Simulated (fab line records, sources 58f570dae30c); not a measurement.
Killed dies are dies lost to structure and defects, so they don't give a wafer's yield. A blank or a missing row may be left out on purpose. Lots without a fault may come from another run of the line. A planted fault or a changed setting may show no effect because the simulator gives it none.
Chamber matching | flow berkeley_cmos170 | UCB170_ZERO_ETCH_06 on rie_diel-04: 4 sister chambers
The step etches SiO2 in CHF3/CF4/Ar, time 12 s. 14 wafers are shown with their chamber, then 7 later ones without.

WAFERS WITH THEIR CHAMBER
wafer  | chamber | throttle_valve_pct (%) | oes_product_au (a.u.)
L350.3 | 1       | 9.54                   | 0.617
L350.4 | 0       | 9.37                   | 0.627
L350.6 | 1       | 9.52                   | 0.612
L354.1 | 3       | 9.48                   | 0.607
L354.2 | 2       | 9.24                   | 0.622
L354.5 | 0       | 9.37                   | 0.628
L356.2 | 0       | 9.37                   | 0.618
L356.3 | 1       | 9.50                   | 0.607
L356.5 | 2       | 9.25                   | 0.624
L360.2 | 3       | 9.47                   | 0.607
L360.4 | 0       | 9.36                   | 0.622
L360.6 | 0       | 9.38                   | 0.625
L365.2 | 1       | 9.53                   | 0.603
L365.4 | 2       | 9.25                   | 0.622

SIGNATURES (means of the wafers above)
reading            | chamber 0 | chamber 1 | chamber 2 | chamber 3 | scatter within a chamber
throttle_valve_pct | 9.3700    | 9.5225    | 9.2467    | 9.4750    | 0.0109
oes_product_au     | 0.62400   | 0.60975   | 0.62267   | 0.60700   | 0.00424
Rule: a wafer's distance from a chamber is the root of the sum, over the readings, of the square of ((its reading less the chamber's mean) divided by the reading's scatter). The wafer belongs to the nearest chamber; if the next one is less than 2 further off, it can't be placed. The scatter: the root of (the sum of the squares of (reading less its chamber's mean) over the shown wafers, divided by (wafers less chambers)).

WAFERS WITHOUT THEIR CHAMBER
wafer  | throttle_valve_pct (%) | oes_product_au (a.u.)
L365.6 | 9.48                   | 0.606
L366.1 | 9.25                   | 0.621
L366.2 | 9.49                   | 0.603
L366.6 | 9.25                   | 0.614
L367.2 | 9.38                   | 0.611
L367.4 | 9.47                   | 0.608
L367.5 | 9.24                   | 0.621

WHICH CHAMBER EACH WENT THROUGH
wafer  | from the rows above     | in truth
L365.6 | 3                       | 3
L366.1 | 2                       | 2
L366.2 | can't be placed: 3 or 1 | 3
L366.6 | 2                       | 2
L367.2 | 0                       | 0
L367.4 | 3                       | 3
L367.5 | 2                       | 2
Placed correctly: 6 of 7. Can't be placed from these rows: 1 (the true chamber is among the candidates in 1). Placed wrongly: 0.
